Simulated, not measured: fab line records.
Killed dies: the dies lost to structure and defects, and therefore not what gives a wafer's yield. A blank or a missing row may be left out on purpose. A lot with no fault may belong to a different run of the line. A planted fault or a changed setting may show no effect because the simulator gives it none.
The tool behind it: which one? / flow berkeleyCmos170 / 21 wafers from 7 lots sampled at 2 of the route's 331 steps

== WHAT THE GAUGES READ, wafer by wafer ==
UCB170_NLDD_CD_MEAS_06: the cd target is 1200 nm.
lot=L285; measured=day 7 08:00; on=cdSem-02; cdNm (nm)=1203.1 1201.3 1200.5
lot=L287; measured=day 7 19:49; on=cdSem-01; cdNm (nm)=1201.2 1201.1 1200.6
lot=L289; measured=day 8 11:05; on=cdSem-01; cdNm (nm)=1197.1 1198.4 1197.3
lot=L291; measured=day 9 01:47; on=cdSem-01; cdNm (nm)=1202.0 1201.2 1201.7
lot=L295; measured=day 9 18:16; on=cdSem-01; cdNm (nm)=1201.3 1200.9 1201.6
lot=L299; measured=day 10 00:37; on=cdSem-02; cdNm (nm)=1200.0 1198.3 1198.8
lot=L302; measured=day 11 08:32; on=cdSem-01; cdNm (nm)=1199.1 1200.2 1199.5

== WHAT TOOL EACH LOT RAN ON (gives the tool, then ch and the chambers of the sampled wafers, and finally the start) ==
lot=L285; UCB170_GATE_ETCH_14=rieDiel-02 ch 1,2,3, day 7 04:37
lot=L287; UCB170_GATE_ETCH_14=rieDiel-04 ch 0,1,3, day 7 16:36
lot=L289; UCB170_GATE_ETCH_14=rieDiel-04 ch 1,2,3, day 8 07:12
lot=L291; UCB170_GATE_ETCH_14=rieDiel-02 ch 2,3, day 8 21:17
lot=L295; UCB170_GATE_ETCH_14=rieDiel-04 ch 0,1, day 9 13:08
lot=L299; UCB170_GATE_ETCH_14=rieDiel-04 ch 0,2, day 9 20:49
lot=L302; UCB170_GATE_ETCH_14=rieDiel-01 ch 0,2,3, day 11 03:36
- UCB170_GATE_ETCH_14: etches BARC in N2/H2.

== THE ANSWER, worked out from the rows above alone ==
Rule: the lots themselves supply what counts as usual. Put in order of their means at a reading, lots are off if they are a third of the lots or fewer, leave a main group of 4 or more, and stand apart from it by a gap of 3 or more times the standard deviation of the main group's means; of several such gaps the widest counts. The tables above print the reading to a certain number of digits; a main group whose means all agree to those digits is not used. Also off: a lot with no number at a reading for which 4 or more lots have one. Any other lot the step has rows for is counted as sound.
No lot is off on any of the readings shown, so nothing can be concluded from this.

== WHAT THE SIMULATOR HAD PUT IN ==
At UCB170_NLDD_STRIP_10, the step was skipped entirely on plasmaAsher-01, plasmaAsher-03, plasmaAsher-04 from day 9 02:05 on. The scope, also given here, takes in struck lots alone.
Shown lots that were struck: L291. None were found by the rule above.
